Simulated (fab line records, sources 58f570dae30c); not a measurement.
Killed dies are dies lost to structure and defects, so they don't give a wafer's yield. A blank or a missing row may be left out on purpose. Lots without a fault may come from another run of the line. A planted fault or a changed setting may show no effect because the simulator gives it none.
Chamber matching | flow berkeley_cmos170 | UCB170_V2_ETCH_14 on rie_diel-02: 4 sister chambers
The step etches SiO2 in CHF3/CF4/Ar, stops on Al, target depth 1250 nm, time 291 s. 8 wafers are shown with their chamber, then 8 later ones without.

WAFERS WITH THEIR CHAMBER
wafer  | chamber | throttle_valve_pct (%) | oes_product_au (a.u.)
L206.6 | 1       | 7.00                   | 0.877
L212.1 | 3       | 7.03                   | 0.866
L212.3 | 0       | 6.92                   | 0.902
L212.6 | 1       | 6.99                   | 0.867
L213.4 | 0       | 6.92                   | 0.898
L213.5 | 2       | 7.07                   | 0.860
L213.6 | 3       | 7.03                   | 0.877
L214.2 | 2       | 7.09                   | 0.864

WAFERS WITHOUT THEIR CHAMBER
wafer  | throttle_valve_pct (%) | oes_product_au (a.u.)
L214.3 | 6.91                   | 0.894
L214.4 | 7.01                   | 0.863
L222.2 | 7.09                   | 0.866
L222.3 | 6.90                   | 0.897
L222.4 | 6.99                   | 0.868
L225.1 | 7.01                   | 0.864
L225.4 | 6.92                   | 0.895
L225.5 | 6.99                   | 0.878

WHICH CHAMBER EACH WENT THROUGH
wafer  | from the rows above     | in truth
L214.3 | 0                       | 0
L214.4 | can't be placed: 1 or 3 | 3
L222.2 | 2                       | 2
L222.3 | 0                       | 0
L222.4 | 1                       | 1
L225.1 | can't be placed: 1 or 3 | 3
L225.4 | 0                       | 0
L225.5 | 1                       | 1
Placed correctly: 6 of 8. Can't be placed from these rows: 2 (the true chamber is among the candidates in 2). Placed wrongly: 0.
How it was worked out, from the rows above alone: a wafer's distance from a chamber is the root of the sum, over the readings, of the square of ((its reading less the chamber's mean) divided by the reading's scatter). The wafer belongs to the nearest chamber; if the next one is less than 2 further off, it can't be placed. A chamber's mean is the mean of its shown wafers. The scatter: the root of (the sum of the squares of (reading less its chamber's mean) over the shown wafers, divided by (wafers less chambers)).
